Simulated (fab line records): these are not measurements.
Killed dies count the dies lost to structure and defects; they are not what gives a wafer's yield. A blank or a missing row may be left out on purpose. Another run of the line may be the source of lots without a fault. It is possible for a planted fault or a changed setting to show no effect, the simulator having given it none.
Chamber matching	flow berkeley_cmos170	UCB170_SPACER_CVD_00 on pecvd-01 has 3 sister chambers
The step deposits SiO2 from TEOS/O2, target thk 376 nm, time 47 s. 14 wafers are shown with their chamber, then 7 later ones without.

## WAFERS, EACH WITH ITS CHAMBER
wafer	chamber	heater_power_w (W)
L860.2	0	199
L860.3	2	287
L860.5	2	188
L864.1	2	278
L864.3	0	151
L864.4	2	287
L868.3	0	202
L868.5	0	207
L868.6	1	225
L869.2	0	141
L869.5	2	258
L869.6	1	260
L870.3	1	275
L870.5	1	284

SIGNATURES, as means of the wafers listed above
reading	chamber 0	chamber 1	chamber 2	scatter within a chamber
heater_power_w	180.00	261.00	259.60	34.3
Rule: a wafer lies at a distance from a chamber equal to the root of the sum of squares, over the readings, of (its reading less the chamber's mean, divided by the reading's scatter). The wafer belongs to the nearest chamber; if the next one is less than 2 further off, it can't be placed. The scatter: the root of (the sum of the squares of (reading less its chamber's mean) over the shown wafers, divided by (wafers less chambers)).

## WAFERS WITH NO CHAMBER GIVEN
wafer	heater_power_w (W)
L870.6	169
L872.2	184
L872.3	242
L872.5	245
L874.2	176
L874.3	287
L874.6	187

## WHICH CHAMBER EACH ONE RAN IN
wafer	from the rows above	in truth
L870.6	0	0
L872.2	0	0
L872.3	can't be placed: 2 or 1 or 0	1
L872.5	can't be placed: 2 or 1 or 0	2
L874.2	0	0
L874.3	can't be placed: 1 or 2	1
L874.6	can't be placed: 0 or 2 or 1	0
3 of 7 placed correctly. Not placeable from these rows: 4 (in 4, the candidates include the true chamber). Number placed wrongly: 0.
